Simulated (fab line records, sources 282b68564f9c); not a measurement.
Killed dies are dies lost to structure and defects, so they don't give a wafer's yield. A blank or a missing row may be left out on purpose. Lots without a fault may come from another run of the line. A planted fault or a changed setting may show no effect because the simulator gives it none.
fab line records | flow rit_cmos
record lots=14 wafers=42 last_day=8
route steps=202 shown FOX1@21 NLDD@111 CONTACT@176 M1@202
lots that met no fault: from a run of the same line without faults
start_h: hours from the record's first day to the start of the lot's first wafer shown | wait_h: hours since the lot's step before | " the same as in the row above | L1.1+2: a row that stands for several wafers | - no value, or no start given | * or withheld: withheld | < > ~ a bound
route shown NAME@n: a module of which the file shows steps, and the number in the route of the first | usual: mean/standard deviation of fault-free wafers | same: alike in all rows | chamber/n: place in a boat | sites: the reading at each site | _std_site: their standard deviation | _edge_site: outer sites' mean less inner sites' | radius_mm: how far each site lies from the wafer's centre | mask NAME#n: copy n | behind: the tool/chamber that last shaped the wafer | hold: why the lot was held/for how many hours/how that ended | device: the transistor (n, p or np) that didn't switch | end of line: the same wafers' tests at the end of the route | a step without rows: its recipe alone | killed: dies lost to structure and defects at the first sort, not the wafer's yield | map: a wafer's dies, x killed, . not, _ none there
set.NAME: the setting as run; set.NAME@STEP: as run at that earlier step | model.NAME: the simulator's own value behind a step, which no gauge read
steps of the route over a sample of lots; a table a step, a row a wafer
services: from which hour (start_h, from the record's first day; less than 0 if before it) a tool's chamber was out of use, for how many hours, and why
## steps
# step RIT_FOX1_THK_MEAS_01
# recipe reads=SiO2_of_FOX1_OXIDATION_00
# usual FOX1_OXIDE_THK=351/6.3
# columns lot.wafer tool chamber start_h wait_h FOX1_OXIDE_THK[nm]
L647.1 film_metro-02 - 22.78 0.0 355
L647.2 " - " " 344
L647.6 " - " " 358
L648.2 film_metro-02 - 27.57 0.0 363
L648.4 " - " " 360
L648.6 " - " " 358
L650.2 film_metro-03 - 34.52 0.0 352
L650.5 " - " " 358
L650.6 " - " " 360
L653.2 film_metro-02 - 47.31 0.0 356
L653.4 " - " " 359
L653.5 " - " " 353
L654.3 film_metro-02 - 52.71 0.0 345
L654.4 " - " " 348
L654.5 " - " " 346
L655.2 film_metro-02 - 58.40 0.0 344
L655.3 " - " " 344
L655.4 " - " " 346
L656.1 film_metro-01 - 62.08 0.0 364
L656.5 " - " " 359
L656.6 " - " " 361
L659.3 film_metro-01 - 78.50 0.0 345
L659.4 " - " " 346
L659.5 " - " " 344
L661.1 film_metro-01 - 88.80 0.0 346
L661.2 " - " " 348
L661.6 " - " " 344
L662.1 film_metro-03 - 93.54 0.0 349
L662.2 " - " " 352
L662.3 " - " " 352
L663.2 film_metro-02 - 98.38 0.0 356
L663.3 " - " " 353
L663.5 " - " " 352
L666.1 film_metro-03 - 114.48 0.0 350
L666.5 " - " " 354
L666.6 " - " " 351
L669.4 film_metro-03 - 130.32 0.0 348
L669.5 " - " " 347
L669.6 " - " " 345
L670.1 film_metro-02 - 138.28 0.0 348
L670.4 " - " " 349
L670.6 " - " " 348
# step RIT_NLDD_IMPLANT_08
# recipe species=P energy_kev=20 dose_cm2=5e+14 tilt_deg=7
# usual end_station_pressure_torr=6.25e-06/2.9e-07 tilt_deg=7.001/0.021
# columns lot.wafer tool chamber start_h wait_h end_station_pressure_torr tilt_deg
L647.1 implanter-02 0 52.34 0.1 6.68e-06 6.981
L647.2 " 0 " " 6.14e-06 7.023
L647.6 " 0 " " 6.24e-06 7.015
L648.2 implanter-01 0 52.83 0.1 6.36e-06 6.997
L648.4 " 0 " " 5.83e-06 7.010
L648.6 " 0 " " 5.91e-06 6.993
L650.2 implanter-04 0 60.44 0.1 6.53e-06 7.012
L650.5 " 0 " " 6.29e-06 6.969
L650.6 " 0 " " 6.37e-06 6.993
L653.2 implanter-01 0 74.14 0.1 6.02e-06 6.994
L653.4 " 0 " " 5.85e-06 7.014
L653.5 " 0 " " 6.62e-06 6.992
L654.3 implanter-02 0 78.68 0.1 6.81e-06 7.007
L654.4 " 0 " " 6.12e-06 7.051
L654.5 " 0 " " 6.83e-06 7.052
L655.2 implanter-01 0 83.06 0.1 6.16e-06 6.966
L655.3 " 0 " " 6.17e-06 7.011
L655.4 " 0 " " 6e-06 6.988
L656.1 implanter-04 0 87.86 0.1 6.56e-06 7.007
L656.5 " 0 " " 6.24e-06 7.005
L656.6 " 0 " " 6.07e-06 7.013
L659.3 implanter-04 0 103.97 0.1 6.21e-06 7.013
L659.4 " 0 " " 6.22e-06 7.023
L659.5 " 0 " " 6.55e-06 6.994
L661.1 implanter-01 0 113.80 0.1 6.19e-06 6.996
L661.2 " 0 " " 6.01e-06 6.973
L661.6 " 0 " " 6.5e-06 7.010
L662.1 implanter-04 0 120.72 0.1 5.91e-06 0.036
L662.2 " 0 " " 5.97e-06 0.005
L662.3 " 0 " " 6.55e-06 -0.004
L663.2 implanter-01 0 124.98 0.1 5.73e-06 6.966
L663.3 " 0 " " 6.23e-06 6.999
L663.5 " 0 " " 5.91e-06 6.985
L666.1 implanter-04 0 148.00 0.1 6.22e-06 -0.031
L666.5 " 0 " " 6.79e-06 -0.004
L666.6 " 0 " " 6.63e-06 0.022
L669.4 implanter-02 0 166.79 0.1 6.14e-06 6.987
L669.5 " 0 " " 5.73e-06 6.994
L669.6 " 0 " " 6.25e-06 7.033
L670.1 implanter-01 0 169.70 0.1 6.02e-06 6.973
L670.4 " 0 " " 6.61e-06 7.012
L670.6 " 0 " " 6.68e-06 6.991
# step RIT_NLDD_STRIP_09
# recipe chemistry=O2 time_s=180 resist=NOVOLAK platen_temp_c=withheld power_w=500 pressure_mtorr=4000 o2_flow_sccm=4000
# usual drypump_motor_current_A=5.87/0.26
# columns lot.wafer tool chamber start_h wait_h drypump_motor_current_A rf_hours_counter_h
L647.1 plasma_asher-03 1 52.49 0.1 5.90 41
L647.2 " 0 " " 5.99 41
L647.6 " 0 " " 6.00 -
L648.2 plasma_asher-02 1 52.96 0.1 5.61 41
L648.4 " 1 " " 5.64 -
L648.6 " 0 " " 5.54 -
L650.2 plasma_asher-04 0 60.57 0.1 6.15 41
L650.5 " 1 " " 6.28 -
L650.6 " 0 " " 6.15 -
L653.2 plasma_asher-03 0 74.27 0.1 6.01 43
L653.4 " 1 " " 5.92 -
L653.5 " 0 " " 5.98 -
L654.3 plasma_asher-02 0 78.84 0.1 5.51 -
L654.4 " 1 " " 5.57 -
L654.5 " 1 " " 5.60 -
L655.2 plasma_asher-03 1 83.19 0.1 5.95 44
L655.3 " 0 " " 6.02 -
L655.4 " 1 " " 5.93 -
L656.1 plasma_asher-02 0 88.01 0.1 5.50 46
L656.5 " 0 " " 5.50 -
L656.6 " 1 " " 5.60 -
L659.3 plasma_asher-04 1 104.13 0.1 6.31 -
L659.4 " 0 " " 6.14 -
L659.5 " 0 " " 6.17 -
L661.1 plasma_asher-02 1 113.95 0.1 5.62 49
L661.2 " 0 " " 5.53 49
L661.6 " 0 " " 5.51 -
L662.1 plasma_asher-02 1 120.87 0.1 5.61 50
L662.2 " 0 " " 5.51 50
L662.3 " 1 " " 5.61 -
L663.2 plasma_asher-03 0 125.11 0.1 6.01 1
L663.3 " 0 " " 6.03 -
L663.5 " 0 " " 6.01 -
L666.1 plasma_asher-02 0 148.15 0.1 5.50 52
L666.5 " 0 " " 5.52 -
L666.6 " 1 " " 5.63 -
L669.4 plasma_asher-03 0 166.92 0.1 5.98 -
L669.5 " 0 " " 6.02 -
L669.6 " 1 " " 5.93 -
L670.1 plasma_asher-02 1 169.85 0.1 5.62 54
L670.4 " 1 " " 5.63 -
L670.6 " 0 " " 5.52 -
# step RIT_NLDD_TW_MEAS_10
# usual NLDD_TW=2482/22
# columns lot.wafer tool chamber start_h wait_h NLDD_TW
L647.1 film_metro-03 - 52.66 0.1 2529
L647.2 " - " " 2500
L647.6 " - " " 2520
L648.2 film_metro-03 - 53.14 0.1 2525
L648.4 " - " " 2524
L648.6 " - " " 2521
L650.2 film_metro-04 - 60.75 0.1 2466
L650.5 " - " " 2460
L650.6 " - " " 2461
L653.2 film_metro-01 - 74.45 0.1 2482
L653.4 " - " " 2483
L653.5 " - " " 2482
L654.3 film_metro-01 - 78.97 0.1 2473
L654.4 " - " " 2488
L654.5 " - " " 2489
L655.2 film_metro-04 - 83.37 0.1 2472
L655.3 " - " " 2475
L655.4 " - " " 2474
L656.1 film_metro-01 - 88.19 0.1 2485
L656.5 " - " " 2473
L656.6 " - " " 2474
L659.3 film_metro-04 - 104.27 0.1 2451
L659.4 " - " " 2457
L659.5 " - " " 2460
L661.1 film_metro-04 - 114.13 0.1 2452
L661.2 " - " " 2463
L661.6 " - " " 2443
L662.1 film_metro-04 - 121.04 0.1 2245
L662.2 " - " " 2237
L662.3 " - " " 2243
L663.2 film_metro-03 - 125.29 0.1 2501
L663.3 " - " " 2517
L663.5 " - " " 2502
L666.1 film_metro-04 - 148.33 0.1 2235
L666.5 " - " " 2241
L666.6 " - " " 2244
L669.4 film_metro-04 - 167.07 0.1 2475
L669.5 " - " " 2482
L669.6 " - " " 2472
L670.1 film_metro-01 - 170.03 0.1 2467
L670.4 " - " " 2463
L670.6 " - " " 2474
# step RIT_SDANNEAL_RS_MEAS_07
# recipe thk_meas_gauge=four-point-probe
# usual NLDD_RS=151.6/0.5
# columns lot.wafer tool chamber start_h wait_h NLDD_RS[ohm/sq]
L647.1 film_metro-03 - 60.67 0.1 152.1
L647.2 " - " " 152.6
L647.6 " - " " 152.1
L648.2 film_metro-01 - 63.01 0.1 151.7
L648.4 " - " " 151.3
L648.6 " - " " 151.5
L650.2 film_metro-03 - 69.43 0.1 151.6
L650.5 " - " " 152.1
L650.6 " - " " 151.8
L653.2 film_metro-04 - 83.13 0.1 151.0
L653.4 " - " " 151.6
L653.5 " - " " 151.3
L654.3 film_metro-01 - 87.88 0.1 150.9
L654.4 " - " " 151.4
L654.5 " - " " 151.5
L655.2 film_metro-03 - 92.94 0.1 151.8
L655.3 " - " " 151.6
L655.4 " - " " 152.0
L656.1 film_metro-03 - 96.46 0.1 151.3
L656.5 " - " " 151.8
L656.6 " - " " 151.8
L659.3 film_metro-04 - 112.32 0.1 151.7
L659.4 " - " " 151.6
L659.5 " - " " 151.5
L661.1 film_metro-04 - 121.99 0.1 151.1
L661.2 " - " " 151.0
L661.6 " - " " 151.4
L662.1 film_metro-01 - 128.77 0.1 142.4
L662.2 " - " " 142.3
L662.3 " - " " 142.3
L663.2 film_metro-01 - 133.12 0.1 151.5
L663.3 " - " " 151.8
L663.5 " - " " 151.8
L666.1 film_metro-01 - 156.46 0.1 143.1
L666.5 " - " " 142.6
L666.6 " - " " 142.4
L669.4 film_metro-04 - 176.04 0.1 151.8
L669.5 " - " " 151.5
L669.6 " - " " 151.5
L670.1 film_metro-04 - 177.90 0.1 152.7
L670.4 " - " " 152.1
L670.6 " - " " 151.7
# step RIT_CONTACT_CD_MEAS_08
# recipe target_cd_nm=1000
# usual cd_nm=999.4/1.8
# columns lot.wafer tool chamber start_h wait_h cd_nm
L647.1 cd_sem-01 - 62.49 - 1000.3
L647.2 " - " " 999.8
L647.6 " - " " 998.0
L648.2 cd_sem-02 - 64.73 - 1000.7
L648.4 " - " " 1002.4
L648.6 " - " " 1001.4
L650.2 cd_sem-01 - 71.14 - 1001.1
L650.5 " - " " 1001.6
L650.6 " - " " 998.1
L653.2 cd_sem-01 - 84.85 - 998.0
L653.4 " - " " 997.2
L653.5 " - " " 999.2
L654.3 cd_sem-02 - 89.75 - 999.0
L654.4 " - " " 998.5
L654.5 " - " " 1001.3
L655.2 cd_sem-01 - 94.78 - 1001.5
L655.3 " - " " 1001.3
L655.4 " - " " 1001.8
L656.1 cd_sem-01 - 98.21 - 1003.2
L656.5 " - " " 1001.8
L656.6 " - " " 1000.4
L659.3 cd_sem-01 - 114.04 - 994.2
L659.4 " - " " 994.2
L659.5 " - " " 996.0
L661.1 cd_sem-01 - 123.71 - 996.2
L661.2 " - " " 998.9
L661.6 " - " " 997.5
L662.1 cd_sem-01 - 130.49 - 999.6
L662.2 " - " " 1000.2
L662.3 " - " " 1001.5
L663.2 cd_sem-01 - 134.83 - 1001.2
L663.3 " - " " 1001.6
L663.5 " - " " 998.7
L666.1 cd_sem-01 - 158.56 - 999.6
L666.5 " - " " 1000.0
L666.6 " - " " 1000.8
L669.4 cd_sem-01 - 177.88 - 997.5
L669.5 " - " " 998.6
L669.6 " - " " 998.9
L670.1 cd_sem-02 - 179.61 - 1000.3
L670.4 " - " " 998.8
L670.6 " - " " 998.7
# step RIT_M1_PROBE_99
# usual killed_at_contacts=0.0/0.2 killed_at_front_end=7/3 killed_dies=7/3 killed_on_rim=2.1/1.6 killed_open=3.4/1.8 killed_short=3.8/2.1
# same gross_dies=264 killed_at_M0_to_M3=0 killed_at_M4_up=0 killed_at_back_side=0 killed_at_other=0
# columns lot.wafer tool chamber start_h wait_h killed_at_contacts killed_at_front_end killed_dies killed_on_rim killed_open killed_short
L647.1 prober-01 - 67.82 0.1 0 8 8 2 6 2
L647.2 prober-01 - 67.87 0.1 1 10 11 1 7 4
L647.6 prober-01 - 68.07 0.2 0 10 10 6 6 4
L648.2 prober-02 - 70.21 0.1 0 14 14 3 7 7
L648.4 prober-02 - 70.31 0.2 0 8 8 4 3 5
L648.6 prober-02 - 70.41 0.2 0 6 6 3 2 4
L650.2 prober-02 - 77.26 0.1 0 7 7 0 3 4
L650.5 prober-02 - 77.41 0.2 0 5 5 1 1 4
L650.6 prober-02 - 77.46 0.2 0 7 7 1 4 3
L653.2 prober-01 - 90.68 0.1 0 8 8 4 3 5
L653.4 prober-01 - 90.78 0.2 0 9 9 4 5 4
L653.5 prober-01 - 90.83 0.2 0 3 3 1 0 3
L654.3 prober-01 - 95.33 0.2 0 5 5 0 1 4
L654.4 prober-01 - 95.38 0.2 0 5 5 1 0 5
L654.5 prober-01 - 95.43 0.2 0 4 4 2 2 2
L655.2 prober-02 - 100.10 0.1 0 3 3 1 1 2
L655.3 prober-02 - 100.15 0.2 0 3 3 0 2 1
L655.4 prober-02 - 100.20 0.2 0 2 2 0 1 1
L656.1 prober-01 - 103.39 0.1 0 5 5 3 1 4
L656.5 prober-01 - 103.59 0.2 0 9 9 2 5 4
L656.6 prober-01 - 103.64 0.2 0 3 3 1 1 2
L659.3 prober-02 - 119.29 0.2 0 9 9 2 6 3
L659.4 prober-02 - 119.34 0.2 0 13 13 2 5 8
L659.5 prober-02 - 119.39 0.2 1 8 9 3 5 4
L661.1 prober-02 - 128.99 0.1 0 4 4 1 3 1
L661.2 prober-02 - 129.04 0.1 0 8 8 1 5 3
L661.6 prober-02 - 129.24 0.2 0 3 3 0 1 2
L662.1 prober-01 - 135.64 0.1 0 8 8 3 1 7
L662.2 prober-01 - 135.69 0.1 0 4 4 1 1 3
L662.3 prober-01 - 135.74 0.2 0 7 7 3 4 3
L663.2 prober-02 - 140.15 0.1 0 8 8 4 4 4
L663.3 prober-02 - 140.20 0.2 0 6 6 0 3 3
L663.5 prober-02 - 140.30 0.2 0 8 8 5 3 5
L666.1 prober-01 - 163.73 0.1 0 11 11 3 5 6
L666.5 prober-01 - 163.93 0.2 0 5 5 2 0 5
L666.6 prober-01 - 163.98 0.2 0 7 7 2 1 6
L669.4 prober-02 - 183.36 0.2 0 7 7 2 3 4
L669.5 prober-02 - 183.41 0.2 0 2 2 1 2 0
L669.6 prober-02 - 183.46 0.2 0 5 5 2 2 3
L670.1 prober-01 - 184.78 0.1 0 8 8 5 3 5
L670.4 prober-01 - 184.93 0.2 1 7 8 3 5 3
L670.6 prober-01 - 185.03 0.2 0 17 17 3 4 13
# killed by level:class
L647.1 GATE:geometric_particle:open=3 GATE:geometric_particle:short=2 REOX:geometric_particle:open=2 FOX1:geometric_particle:open=1
L647.2 GATE:geometric_particle:open=4 SILICIDE:geometric_particle:open=3 GATE:geometric_particle:short=2 REOX:geometric_particle:short=1 CONTACT:geometric_particle:short=1
L647.6 GATE:geometric_particle:open=2 GATE:geometric_particle:short=2 REOX:geometric_particle:open=2 REOX:geometric_particle:short=2 FOX1:geometric_particle:open=1 SILICIDE:geometric_particle:open=1
L648.2 GATE:geometric_particle:open=4 GATE:geometric_particle:short=4 SILICIDE:geometric_particle:short=2 FOX1:geometric_particle:open=1 REOX:geometric_particle:open=1 SPACER:geometric_particle:short=1 SPACER:geometric_particle:open=1
L648.4 GATE:geometric_particle:short=2 SPACER:geometric_particle:open=2 SPACER:geometric_particle:short=2 SILICIDE:geometric_particle:short=1 SILICIDE:geometric_particle:open=1
L648.6 REOX:geometric_particle:short=2 FOX1:geometric_particle:open=1 GATE:geometric_particle:short=1 REOX:geometric_particle:open=1 SPACER:geometric_particle:short=1
L650.2 GATE:geometric_particle:short=3 FOX1:geometric_particle:open=1 FOX2:geometric_particle:open=1 REOX:geometric_particle:short=1 SPACER:geometric_particle:open=1
L650.5 GATE:geometric_particle:short=2 FOX1:geometric_particle:short=1 FOX2:geometric_particle:open=1 SPACER:geometric_particle:short=1
L650.6 FOX1:geometric_particle:open=1 FOX2:geometric_particle:open=1 GATE:geometric_particle:short=1 REOX:geometric_particle:short=1 REOX:geometric_particle:open=1 SPACER:geometric_particle:open=1 SILICIDE:geometric_particle:short=1
L653.2 GATE:geometric_particle:short=5 GATE:geometric_particle:open=2 SPACER:geometric_particle:open=1
L653.4 GATE:geometric_particle:open=4 GATE:geometric_particle:short=3 FOX2:geometric_particle:open=1 SILICIDE:geometric_particle:short=1
L653.5 FOX1:geometric_particle:short=1 GATE:geometric_particle:short=1 REOX:geometric_particle:short=1
L654.3 FOX1:geometric_particle:short=2 FOX2:geometric_particle:short=1 SPACER:geometric_particle:open=1 SILICIDE:geometric_particle:short=1
L654.4 GATE:geometric_particle:short=3 FOX2:geometric_particle:short=1 SPACER:geometric_particle:short=1
L654.5 GATE:geometric_particle:open=2 FOX1:geometric_particle:short=1 SPACER:geometric_particle:short=1
L655.2 REOX:geometric_particle:short=2 SILICIDE:geometric_particle:open=1
L655.3 GATE:geometric_particle:open=1 GATE:geometric_particle:short=1 REOX:geometric_particle:open=1
L655.4 GATE:geometric_particle:open=1 SPACER:geometric_particle:short=1
L656.1 FOX1:geometric_particle:short=1 FOX2:geometric_particle:short=1 GATE:geometric_particle:short=1 SILICIDE:geometric_particle:short=1 SILICIDE:geometric_particle:open=1
L656.5 GATE:geometric_particle:open=2 REOX:geometric_particle:short=2 FOX2:geometric_particle:open=1 GATE:geometric_particle:short=1 SPACER:geometric_particle:short=1 SPACER:geometric_particle:open=1 SILICIDE:geometric_particle:open=1
L656.6 FOX1:geometric_particle:short=1 GATE:geometric_particle:open=1 SPACER:geometric_particle:short=1
L659.3 FOX1:geometric_particle:open=3 GATE:geometric_particle:short=2 GATE:geometric_particle:open=2 SPACER:geometric_particle:open=1 SILICIDE:geometric_particle:short=1
L659.4 GATE:geometric_particle:short=3 FOX1:geometric_particle:short=2 GATE:geometric_particle:open=2 SPACER:geometric_particle:short=2 ACTIVE:geometric_particle:open=1 FOX1:geometric_particle:open=1 SPACER:geometric_particle:open=1 SILICIDE:geometric_particle:short=1
L659.5 GATE:geometric_particle:open=3 FOX1:geometric_particle:open=1 FOX2:geometric_particle:short=1 GATE:geometric_particle:short=1 SPACER:geometric_particle:open=1 SPACER:geometric_particle:short=1 CONTACT:geometric_particle:short=1
L661.1 GATE:geometric_particle:short=1 REOX:geometric_particle:open=1 SPACER:geometric_particle:open=1 SILICIDE:geometric_particle:open=1
L661.2 GATE:geometric_particle:open=2 GATE:geometric_particle:short=2 FOX2:geometric_particle:open=1 REOX:geometric_particle:open=1 SPACER:geometric_particle:short=1 SPACER:geometric_particle:open=1
L661.6 REOX:geometric_particle:short=1 SILICIDE:geometric_particle:open=1 SILICIDE:geometric_particle:short=1
L662.1 REOX:geometric_particle:short=3 SILICIDE:geometric_particle:short=2 GATE:geometric_particle:short=1 GATE:geometric_particle:open=1 SPACER:geometric_particle:short=1
L662.2 FOX1:geometric_particle:short=1 GATE:geometric_particle:short=1 SILICIDE:geometric_particle:short=1 SILICIDE:geometric_particle:open=1
L662.3 GATE:geometric_particle:short=2 FOX1:geometric_particle:open=1 FOX2:geometric_particle:open=1 FOX2:geometric_particle:short=1 GATE:geometric_particle:open=1 SPACER:geometric_particle:open=1
L663.2 FOX1:geometric_particle:open=4 GATE:geometric_particle:short=4
L663.3 FOX1:geometric_particle:open=2 FOX1:geometric_particle:short=1 GATE:geometric_particle:short=1 REOX:geometric_particle:open=1 SPACER:geometric_particle:short=1
L663.5 FOX1:geometric_particle:short=4 FOX1:geometric_particle:open=1 GATE:geometric_particle:open=1 REOX:geometric_particle:short=1 REOX:geometric_particle:open=1
L666.1 FOX1:geometric_particle:short=2 GATE:geometric_particle:short=2 SPACER:geometric_particle:open=2 SILICIDE:geometric_particle:open=2 REOX:geometric_particle:open=1 SPACER:geometric_particle:short=1 SILICIDE:geometric_particle:short=1
L666.5 GATE:geometric_particle:short=4 FOX2:geometric_particle:short=1
L666.6 FOX1:geometric_particle:short=2 GATE:geometric_particle:short=2 FOX2:geometric_particle:open=1 FOX2:geometric_particle:short=1 REOX:geometric_particle:short=1
L669.4 FOX1:geometric_particle:open=1 FOX1:geometric_particle:short=1 FOX2:geometric_particle:short=1 FOX2:geometric_particle:open=1 SPACER:geometric_particle:short=1 SILICIDE:geometric_particle:short=1 SILICIDE:geometric_particle:open=1
L669.5 SILICIDE:geometric_particle:open=2
L669.6 FOX1:geometric_particle:short=1 FOX2:geometric_particle:open=1 GATE:geometric_particle:short=1 SPACER:geometric_particle:open=1 SILICIDE:geometric_particle:short=1
L670.1 SPACER:geometric_particle:short=2 FOX2:geometric_particle:open=1 FOX2:geometric_particle:short=1 GATE:geometric_particle:open=1 GATE:geometric_particle:short=1 REOX:geometric_particle:short=1 SILICIDE:geometric_particle:open=1
L670.4 REOX:geometric_particle:open=2 SPACER:geometric_particle:open=2 REOX:geometric_particle:short=1 SPACER:geometric_particle:short=1 SILICIDE:geometric_particle:short=1 CONTACT:geometric_particle:open=1
L670.6 GATE:geometric_particle:short=4 FOX1:geometric_particle:short=3 SPACER:geometric_particle:short=3 FOX2:geometric_particle:short=2 FOX1:geometric_particle:open=1 GATE:geometric_particle:open=1 REOX:geometric_particle:open=1 SPACER:geometric_particle:open=1
## services
# columns tool chamber start_h hours kind
implanter-01 - 37.41 1.2 repair
implanter-01 - 42.59 0.5 repair
implanter-01 - 53.73 1.6 repair
plasma_asher-03 - 76.25 2.9 repair
plasma_asher-04 - 78.88 2.8 pm
implanter-01 - 82.24 0.7 repair
implanter-02 - 104.09 5.3 repair
plasma_asher-03 - 108.75 9.0 pm
plasma_asher-03 0 108.75 9.0 vent_cycle
plasma_asher-03 1 108.75 9.0 vent_cycle
plasma_asher-03 - 116.03 0.7 repair
plasma_asher-03 0 117.75 - clean
plasma_asher-03 1 117.75 - clean
implanter-04 - 136.36 3.6 repair
implanter-02 - 153.01 0.5 repair
## key
first_sign step=RIT_NLDD_IMPLANT_08 reading=tilt_deg direction=down sigmas=99+ usual=7.001 struck=0.004
effect step=RIT_NLDD_TW_MEAS_10 reading=NLDD_TW direction=down sigmas=11 usual=2482 struck=2241
effect step=RIT_SDANNEAL_RS_MEAS_07 reading=NLDD_RS direction=down sigmas=18 usual=151.6 struck=142.5
met_at RIT_NLDD_IMPLANT_08
struck_lots L662,L666
tester_left_out L662,L666
not_acting_at RIT_FOX1_THK_MEAS_01,RIT_NLDD_STRIP_09,RIT_CONTACT_CD_MEAS_08
onset_between 103.97 120.72
fault kind=process_parameter_drift tool=implanter-04 chamber=- onset_h=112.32 steps=RIT_NLDD_IMPLANT_08 channel=tilt_deg offset=-7 shape=step end_h=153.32 acts_in=these_recipes_only stated=7
# tester_left_out: of these lots the tester's yield and bins aren't shown, on N5 and GAA mostly nor the transistor test; their killed dies are dies lost to structure and defects alone, not to doping, threshold or leakage, so they don't give the yield
